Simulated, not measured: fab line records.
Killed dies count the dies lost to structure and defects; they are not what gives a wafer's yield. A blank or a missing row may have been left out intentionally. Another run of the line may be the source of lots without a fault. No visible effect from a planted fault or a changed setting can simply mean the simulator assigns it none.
Comparing a struck lot with a sound one / flow berkeley_cmos170 / 14 steps out of a route of 331
Sound: the wafers L188.3, L188.4, L188.5. The struck wafers were L205.1, L205.4, L205.5. The cause comes at the end.
Each step with rows lists, per side, the tool, then ch with its chambers, then its first start. Under that, the readings that differ: sound wafers / struck wafers / difference of the means / sigmas: that difference in standard deviations of wafers without a fault.
alike: readings whose means differ by less than 2 such deviations, and words and numbers that are the same on both sides. not compared: withheld readings, readings that some wafer has no value for, bounds like >300 that may hide the same value, and numbers for which the record gives no deviation and whose values overlap.
The two part at a step that has a row with sigmas, a row that says differs or no value, or rows on one side only. Non-overlapping numbers with no deviation appear without sigmas and do not part them. Lack of a reading on every wafer of one side parts them only where that side has two or more wafers.

first, 2 steps without rows for these wafers: UCB170_PWELL_ANNEAL_04 (time 900 s); UCB170_PWELL_CVD_05 (deposits Si3N4 from SiH2Cl2/NH3, target thk 220 nm, time 3300 s).
UCB170_PWELL_THK_MEAS_06:
  sound on film_metro-01, day 3 12:22; struck on film_metro-01, day 7 08:55
  alike: PWELL_NITRIDE_THK
then, 6 steps without rows for these wafers: UCB170_PWELL_HMDS_07 (prime time 60 s); UCB170_PWELL_COAT_08 (resist thk 900 nm); UCB170_PWELL_SOFTBAKE_09 (time 60 s); UCB170_PWELL_EXPOSE_10 (exposes mask PWELL, target cd 3000 nm); UCB170_PWELL_PEB_11; UCB170_PWELL_DEVELOP_12 (develop time 45 s).
UCB170_PWELL_OVL_MEAS_13:
  sound on overlay-02, day 3 13:37; struck on overlay-02, day 7 10:32
  alike: PWELL_OVL
UCB170_PWELL_ETCH_14: etches Si3N4 in CH3F/Ar/O2, stops on SiO2, target depth 242 nm, time 151 s.
  sound on rie_diel-02 ch 1,2,3, day 3 13:38; struck on rie_diel-03 ch 2,3, day 7 10:34
  alike: CH3F_flow_sccm, O2_flow_sccm, drypump_motor_current_A, oes_product_au, throttle_valve_pct
  not compared: rf_hours_counter_h
after that, 1 step had no rows for these wafers: UCB170_PWELL_IMPLANT_15.
UCB170_PWELL_STRIP_16: strips in O2.
  sound on plasma_asher-03 ch 0,1, day 3 13:56; struck on plasma_asher-04 ch 0,1, day 7 10:49
  no value came back on the struck wafers for any of 5 readings (chamber_pressure_mTorr (mTorr), drypump_motor_current_A (A) and others); on the sound wafers chamber_pressure_mTorr (mTorr) reads 3502 3501 3498
reading=model.KrF_of_PWELL_COAT_08.thk_nm (nm); sound=0 0 0; struck=718.9 722.6 718.7; difference=+720.1; sigmas=
  not compared: rf_hours_counter_h
UCB170_PWELL_TW_MEAS_17:
  sound on film_metro-01, day 3 14:01; struck on film_metro-04, day 7 10:55
  alike: PWELL_TW

== WHERE THEY PART ==
Only at UCB170_PWELL_STRIP_16, as far as this record shows. Later steps at which nothing parts them and some readings are alike: UCB170_PWELL_TW_MEAS_17.

WHY: what had been put in by the simulator
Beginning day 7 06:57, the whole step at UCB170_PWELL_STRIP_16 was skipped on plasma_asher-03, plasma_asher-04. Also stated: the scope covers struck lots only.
